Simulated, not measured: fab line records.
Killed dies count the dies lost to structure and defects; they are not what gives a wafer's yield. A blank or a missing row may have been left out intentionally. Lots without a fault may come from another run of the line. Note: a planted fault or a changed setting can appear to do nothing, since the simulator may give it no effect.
Which of the tools did it? ; flow berkeley_cmos170 ; 15 lots with 45 wafers sampled at 4 steps, on a route of 331 steps

## WHAT THE GAUGES SHOWED, per wafer
Not one reading of a measure or inspect step in the record can be checked against a usual standard deviation.

## WHICH TOOL RAN EACH LOT (tool, then ch and the chambers of the sampled wafers, then the start)
lot;UCB170_PWELL_STRIP_16;UCB170_NVT_STRIP_08;UCB170_GATE_ETCH_15;UCB170_BACKSIDE_STRIP_03
L306;plasma_asher-01 ch 0,1, day 3 03:02;plasma_asher-02 ch 0,1, day 6 00:40;rie_si-02 ch 1,3, day 6 21:04;plasma_asher-01 ch 0,1, day 7 12:20
L307;plasma_asher-01 ch 0,1, day 3 03:20;plasma_asher-02 ch 0,1, day 6 00:18;rie_si-01 ch 0,2,3, day 6 20:59;plasma_asher-02 ch 0,1, day 7 12:39
L309;plasma_asher-04 ch 0,1, day 3 12:36;plasma_asher-01 ch 0,1, day 6 09:16;rie_si-02 ch 0,3, day 7 02:20;plasma_asher-01 ch 0,1, day 7 21:07
L308;plasma_asher-03 ch 0,1, day 3 12:49;plasma_asher-03 ch 0,1, day 6 09:01;rie_si-02 ch 0,2,3, day 6 20:48;plasma_asher-02 ch 0,1, day 7 12:10
L311;plasma_asher-03 ch 0,1, day 4 01:50;plasma_asher-02 ch 0,1, day 7 04:02;rie_si-02 ch 1,3, day 7 22:17;plasma_asher-04 ch 0,1, day 8 14:35
L310;plasma_asher-04 ch 0,1, day 4 02:07;plasma_asher-01 ch 0,1, day 7 04:19;rie_si-01 ch 0,2,3, day 7 22:02;plasma_asher-02 ch 0,1, day 8 14:49
L313;plasma_asher-01 ch 0,1, day 4 18:02;plasma_asher-03 ch 0,1, day 7 15:31;rie_si-01 ch 0,2,3, day 8 07:25;plasma_asher-01 ch 0,1, day 9 05:02
L315;plasma_asher-01 ch 0,1, day 5 01:07;plasma_asher-02 ch 0,1, day 7 14:53;rie_si-02 ch 1,3, day 8 07:08;plasma_asher-02 ch 1, day 9 04:55
L317;plasma_asher-03 ch 0,1, day 5 12:56;plasma_asher-03 ch 0,1, day 9 01:41;rie_si-01 ch 0,3, day 9 22:20;plasma_asher-01 ch 0,1, day 10 12:33
L316;plasma_asher-04 ch 0,1, day 5 13:04;plasma_asher-01 ch 0,1, day 9 01:48;rie_si-02 ch 1,2,3, day 9 22:06;plasma_asher-04 ch 0,1, day 10 12:52
L318;plasma_asher-04 ch 0,1, day 5 20:13;plasma_asher-02 ch 0,1, day 9 06:46;rie_si-02 ch 0,1,2, day 10 00:45;plasma_asher-01 ch 0,1, day 10 13:02
L319;plasma_asher-03 ch 0,1, day 5 20:49;plasma_asher-02 ch 0,1, day 9 01:55;rie_si-01 ch 0,2,3, day 9 21:52;plasma_asher-04 ch 0,1, day 10 12:25
L320;plasma_asher-04 ch 0,1, day 6 07:58;plasma_asher-03 ch 0,1, day 9 19:55;rie_si-02 ch 1,2, day 10 12:43;plasma_asher-02 ch 0, day 11 05:40
L322;plasma_asher-03 ch 0,1, day 7 00:47;plasma_asher-01 ch 0,1, day 10 02:56;rie_si-02 ch 0,1,3, day 10 20:07;plasma_asher-02 ch 0,1, day 11 15:22
L328;plasma_asher-04 ch 0,1, day 7 21:46;plasma_asher-03 ch 0,1, day 11 10:26;rie_si-01 ch 0,1, day 12 03:08;plasma_asher-01 ch 0,1, day 12 23:14
- UCB170_PWELL_STRIP_16: strips in O2.
- UCB170_NVT_STRIP_08: strips in O2.
- UCB170_GATE_ETCH_15: etches poly-Si in HBr/Cl2, stops on SiO2, time 56.3 s, target depth 278.2 nm.
- UCB170_BACKSIDE_STRIP_03: strips in O2.

## AS READ BY THE TOOLS THEMSELVES (means over the sampled wafers that have a number; for cases with no such wafer, the mark the record gives instead)
UCB170_PWELL_STRIP_16.
lot;tool;drypump_motor_current_A (A);oes_product_au (a.u.);strip_time_to_endpoint_s (s)
L306;plasma_asher-01;5.2;0.721;18.12
L307;plasma_asher-01;5.2;0.723;18.14
L309;plasma_asher-04;5.7;0.719;18.08
L308;plasma_asher-03;5.5;0.721;18.14
L311;plasma_asher-03;5.5;0.718;18.02
L310;plasma_asher-04;5.9;0.719;18.09
L313;plasma_asher-01;5.2;0.722;17.97
L315;plasma_asher-01;5.3;0.727;18.08
L317;plasma_asher-03;5.5;0.719;18.08
L316;plasma_asher-04;5.8;0.727;18.03
L318;plasma_asher-04;5.9;0.724;18.07
L319;plasma_asher-03;5.7;0.724;18.05
L320;plasma_asher-04;5.9;0.720;17.97
L322;plasma_asher-03;5.7;0.724;18.06
L328;plasma_asher-04;5.9;0.719;18.09

UCB170_NVT_STRIP_08.
lot;tool;drypump_motor_current_A (A);oes_product_au (a.u.);strip_time_to_endpoint_s (s)
L306;plasma_asher-02;6.0;0.732;21.61
L307;plasma_asher-02;6.0;0.736;21.71
L309;plasma_asher-01;5.4;0.732;21.66
L308;plasma_asher-03;5.7;0.733;21.53
L311;plasma_asher-02;5.7;0.740;21.61
L310;plasma_asher-01;5.3;0.735;21.64
L313;plasma_asher-03;5.5;0.733;21.64
L315;plasma_asher-02;5.7;0.734;21.63
L317;plasma_asher-03;5.7;0.732;21.57
L316;plasma_asher-01;5.4;0.735;21.63
L318;plasma_asher-02;6.0;0.734;21.53
L319;plasma_asher-02;6.0;0.734;21.65
L320;plasma_asher-03;5.4;0.740;21.67
L322;plasma_asher-01;5.4;0.734;21.71
L328;plasma_asher-03;5.4;0.738;21.69

UCB170_GATE_ETCH_15.
lot;tool;drypump_motor_current_A (A);he_backside_leak_sccm (sccm);oes_product_au (a.u.);throttle_valve_pct (%)
L306;rie_si-02;5.3;2.77;0.820;26.62
L307;rie_si-01;6.0;2.82;0.842;26.34
L309;rie_si-02;5.6;2.56;0.817;26.74
L308;rie_si-02;5.8;2.45;0.831;26.44
L311;rie_si-02;5.4;2.78;0.811;26.72
L310;rie_si-01;6.0;2.84;0.832;26.34
L313;rie_si-01;6.0;2.85;0.837;26.34
L315;rie_si-02;5.4;2.65;0.826;26.72
L317;rie_si-01;5.8;2.73;0.841;26.27
L316;rie_si-02;5.6;2.69;0.827;26.42
L318;rie_si-02;5.7;2.51;0.945;26.35
L319;rie_si-01;6.0;2.81;0.835;26.34
L320;rie_si-02;5.5;2.81;0.959;26.34
L322;rie_si-02;5.5;2.57;0.942;26.64
L328;rie_si-01;5.3;2.65;0.837;26.26

UCB170_BACKSIDE_STRIP_03.
lot;tool;drypump_motor_current_A (A);oes_product_au (a.u.);strip_time_to_endpoint_s (s)
L306;plasma_asher-01;5.4;0.733;21.96
L307;plasma_asher-02;6.0;0.737;21.80
L309;plasma_asher-01;5.4;0.731;22.06
L308;plasma_asher-02;6.0;0.733;21.99
L311;plasma_asher-04;5.8;0.736;22.03
L310;plasma_asher-02;5.7;0.737;22.00
L313;plasma_asher-01;5.2;0.730;22.06
L315;plasma_asher-02;6.2;0.732;22.03
L317;plasma_asher-01;5.4;0.737;22.02
L316;plasma_asher-04;5.9;0.737;22.00
L318;plasma_asher-01;5.3;0.735;21.92
L319;plasma_asher-04;5.8;0.736;21.97
L320;plasma_asher-02;5.5;0.735;22.04
L322;plasma_asher-02;5.7;0.737;22.02
L328;plasma_asher-01;5.2;0.733;21.98

## THE ANSWER, worked out from the rows above alone
Rule: the lots themselves supply what counts as usual. Put in order of their means at a reading, lots are off if they are a third of the lots or fewer, leave a main group of 4 or more, and stand apart from it by a gap of 3 or more times the standard deviation of the main group's means; of several such gaps the widest counts. A main group is skipped when, at the precision printed for the reading in the tables above, its means are all equal. Also off: a lot with no number at a reading for which 4 or more lots have one. Any other lot the step has rows for is counted as sound. After the gauges, taken in route order, come the tools' own readings; for these a lot's mean is taken, as printed above. At the first step where some lot is off, the reading lying furthest off is the one used; lots without a number count as furthest.
Off: L318, L320, L322, at UCB170_GATE_ETCH_15 (oes_product_au). For the main group the mean is 0.830 a.u. and the standard deviation 0.0093.
A tool fits if, at that step or a process step before it, it ran every lot that is off, and no sound lot after the first of them. One fits: UCB170_GATE_ETCH_15 on rie_si-02. A fault onset in the window from L316 (day 9 22:06, its last sound lot) to L318 (day 10 00:45, its first lot off) fits.
On the lots that are off, the tool's own readings at UCB170_GATE_ETCH_15 differ by more than 5 times the standard deviation of the sound lots' means, which bears it out; oes_product_au reads 0.949 a.u. there versus 0.830 a.u. on the sound lots.

## WHAT HAD BEEN PUT IN BY THE SIMULATOR
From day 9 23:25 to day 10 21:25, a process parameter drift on rie_si-02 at UCB170_GATE_ETCH_15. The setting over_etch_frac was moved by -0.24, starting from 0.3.
Lots struck among those shown: L318, L320, L322. The same result came from the rule above.
